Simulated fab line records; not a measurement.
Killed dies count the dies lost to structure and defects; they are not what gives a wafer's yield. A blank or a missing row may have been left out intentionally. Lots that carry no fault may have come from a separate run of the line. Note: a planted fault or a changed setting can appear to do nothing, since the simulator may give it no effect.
Shared-tool check	flow rit_cmos	42 wafers sampled across 14 lots

## WHY THIS WAS OPENED
At RIT_ACTIVE_THK_MEAS_04 the reading ACTIVE_NITRIDE_THK is flagged on 2 of 14 lots. Fault-free wafers read 150.4 nm, with a standard deviation of 1.4.
Rule: a lot is flagged in two cases, either no wafer of it has a number, or all its wafers with numbers fall more than 4 standard deviations from that mean. As for the other lots, they are considered sound.

lot	measured	on	ACTIVE_NITRIDE_THK (nm), wafer by wafer	flag
L974	day 1 15:59	film_metro-01	151.8 151.2 150.6	
L975	day 1 19:19	film_metro-03	151.2 150.6 151.8	
L976	day 1 23:32	film_metro-01	148.0 148.7 148.4	
L977	day 2 04:34	film_metro-01	151.9 152.4 152.9	
L980	day 2 20:20	film_metro-02	151.2 151.0 149.7	
L981	day 3 02:22	film_metro-02	150.8 151.3 151.0	
L982	day 3 05:53	film_metro-02	150.4 148.2 150.2	
L983	day 3 12:07	film_metro-03	195.0 195.1 195.5	FLAGGED
L985	day 3 21:00	film_metro-01	198.5 198.6 197.5	FLAGGED
L993	day 5 13:06	film_metro-03	148.1 148.3 147.9	
L994	day 5 20:50	film_metro-01	149.9 149.4 149.6	
L995	day 5 22:46	film_metro-03	148.4 148.1 147.8	
L996	day 6 07:18	film_metro-02	149.6 151.6 150.0	
L997	day 6 14:20	film_metro-03	153.2 152.6 152.3	
On average the flagged lots' numbers are 196.7 nm, which is +46.3 nm against the usual, or +33 standard deviations.

## WHICH TOOL RAN EACH LOT
The record holds 1 process step before the reading, out of a route of 202 steps. Read each cell as the tool, then ch plus the chambers that the sampled wafers visited, then the start.
lot	flag	RIT_ACTIVE_CVD_03
L974		lpcvd-01 ch 1, day 1 14:34
L975		lpcvd-01 ch 0, day 1 17:54
L976		lpcvd-01 ch 1, day 1 22:07
L977		lpcvd-01 ch 0, day 2 03:07
L980		lpcvd-01 ch 1, day 2 18:53
L981		lpcvd-01 ch 1, day 3 00:57
L982		lpcvd-01 ch 1, day 3 04:28
L983	FLAGGED	lpcvd-01 ch 1, day 3 10:42
L985	FLAGGED	lpcvd-01 ch 0, day 3 19:34
L993		lpcvd-02 ch 1, day 5 11:40
L994		lpcvd-02 ch 0, day 5 19:25
L995		lpcvd-02 ch 1, day 5 21:20
L996		lpcvd-01 ch 0, day 6 05:53
L997		lpcvd-01 ch 1, day 6 12:54
What the steps here do:
- RIT_ACTIVE_CVD_03: deposits Si3N4 from SiH2Cl2/NH3, target thk 150 nm, time 1500 s.
- RIT_ACTIVE_THK_MEAS_04

## FLAGGED AGAINST TOTAL, ONE TOOL AT A TIME (gauges that did the reading follow at the end)
step	tool	lots run	flagged	share of the flagged lots	sound lots run after its first flagged lot
RIT_ACTIVE_CVD_03	lpcvd-01	11	2	all	2 (L996,L997)
RIT_ACTIVE_CVD_03	lpcvd-02	3	0	none	-
RIT_ACTIVE_THK_MEAS_04	film_metro-01	5	1	some	1 (L994)
RIT_ACTIVE_THK_MEAS_04	film_metro-02	4	0	none	-
RIT_ACTIVE_THK_MEAS_04	film_metro-03	5	1	some	3 (L993,L995,L997)

## WHAT THE TABLE ALLOWS
In the table, 1 row covers all flagged lots: lpcvd-01 at RIT_ACTIVE_CVD_03.
- lpcvd-01 at RIT_ACTIVE_CVD_03 ran 11 lots, 2 of them flagged. Lots that were sound ran on it after the first flagged one (L996, L997); a persistent fault on the entire tool would not allow that. Its own readings (spike_tc_centre_C, spike_tc_load_C, spike_tc_source_C, susceptor_temp_C) fall more than 4 standard deviations out on all wafers of the flagged lots.
There is no row in the table that ran each flagged lot and no sound lot after the first.

## WHAT THE SIMULATOR HAD INSERTED
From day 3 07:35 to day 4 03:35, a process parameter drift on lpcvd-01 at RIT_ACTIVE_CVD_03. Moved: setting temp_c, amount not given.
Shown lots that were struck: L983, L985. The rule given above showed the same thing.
